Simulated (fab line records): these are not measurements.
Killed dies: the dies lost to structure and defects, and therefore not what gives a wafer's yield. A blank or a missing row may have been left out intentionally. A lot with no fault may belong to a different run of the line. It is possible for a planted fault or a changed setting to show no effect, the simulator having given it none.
A lot that was struck, set against a sound lot :: flow rit-cmos :: 15 steps out of a route of 202
Sound: these wafers, L384.2, L384.5, L384.6. Wafers L394.1, L394.2, L394.3 were the ones struck. At the end, the cause is stated.
Each step with rows lists, per side, the tool, then ch with its chambers, then its first start. Under that, the readings that differ: sound wafers :: struck wafers :: difference of the means :: sigmas: that difference in standard deviations of wafers without a fault.
alike: readings with means less than 2 such deviations apart, plus words and numbers identical on both sides. not compared: withheld readings, readings lacking a value on some wafer, bounds such as >300 that could conceal the same value, and numbers that have no deviation in the record and whose values overlap.
A row with sigmas, a row that says differs or no value, or rows on one side alone: a step with any of these is where the two part. Non-overlapping numbers with no deviation appear without sigmas and do not part them. Lack of a reading on every wafer of one side parts them only where that side has two or more wafers.

first, 4 steps without rows for these wafers: RIT_PLDD_SOFTBAKE_02 (time 60 s); RIT_PLDD_EXPOSE_03 (exposes mask M8, target cd 40900 nm); RIT_PLDD_PEB_04; RIT_PLDD_DEVELOP_05 (develop time 50 s).
RIT_PLDD_OVL_MEAS_06:
  sound on overlay-02 at day 3 09:57; struck on overlay-02 at day 5 13:53
  alike: PLDD_OVL
then, 2 steps without rows for these wafers: RIT_PLDD_HARDBAKE_07 (time 60 s); RIT_PLDD_IMPLANT_08.
RIT_PLDD_STRIP_09: strips in O2, time 180 s.
  sound on plasma-asher-03 ch 0,1, day 3 10:17; struck on plasma-asher-02 ch 0,1, day 5 14:13
  alike: drypump-motor-current-A
  not compared: rf-hours-counter-h
RIT_PLDD_TW_MEAS_10:
  sound on film-metro-04 at day 3 10:28; struck on film-metro-04 at day 5 14:23
  alike: PLDD_TW
then, 3 steps without rows for these wafers: RIT_SPACER_CLEAN_00 (cleans in SC1, time 600 s); RIT_SPACER_CLEAN_01 (cleans in dHF, time 30 s); RIT_SPACER_CLEAN_02 (cleans in SC2, time 600 s).
RIT_SPACER_CVD_03: deposits Si3N4 from SiH2Cl2/NH3, target thk 250 nm, time 3300 s.
  sound on lpcvd-01 ch 1, day 3 11:04; struck on lpcvd-01 ch 1, day 5 14:53
reading: model.Si3N4_of_SPACER_CVD_03.thk-nm (nm)
sound: 249 246.8 248
struck: 398.9 397 395.8
difference: +149.3
sigmas: 
  alike: spike-tc-centre-C, zone-power-centre-pct
RIT_SPACER_THK_MEAS_04:
  sound on film-metro-01 at day 3 12:59; struck on film-metro-04 at day 5 16:48
reading: SPACER_NITRIDE_THK (nm)
sound: 249.0 246.7 247.8
struck: 399.0 397.0 396.0
difference: +149.5
sigmas: +68
RIT_SPACER_ETCHBACK_05: etches Si3N4 in SF6/CHF3, stops on SiO2, target depth 250 nm, time 240 s.
  sound on rie-diel-03 ch 0,1,2, day 3 13:02; struck on rie-diel-02 ch 0,1,2, day 5 16:52
reading: oes-product-au (a.u.)
sound: 0.823 0.849 0.839
struck: 1.039 1.028 1.029
difference: +0.195
sigmas: +18

reading: model.Si3N4_of_SPACER_CVD_03.thk-nm (nm)
sound: 194.7 192.8 192.5
struck: 309.5 308.5 307.6
difference: +115.2
sigmas: 

reading: model.etch.depth-nm (nm)
sound: 249 246.8 248
struck: 324 322.4 322.3
difference: +75
sigmas: 
  alike: drypump-motor-current-A, throttle-valve-pct
  not compared: rf-hours-counter-h

WHERE THEY PART
Earliest at RIT_SPACER_THK_MEAS_04; latest, in this record, at RIT_SPACER_ETCHBACK_05.

WHY: whatever the simulator had introduced
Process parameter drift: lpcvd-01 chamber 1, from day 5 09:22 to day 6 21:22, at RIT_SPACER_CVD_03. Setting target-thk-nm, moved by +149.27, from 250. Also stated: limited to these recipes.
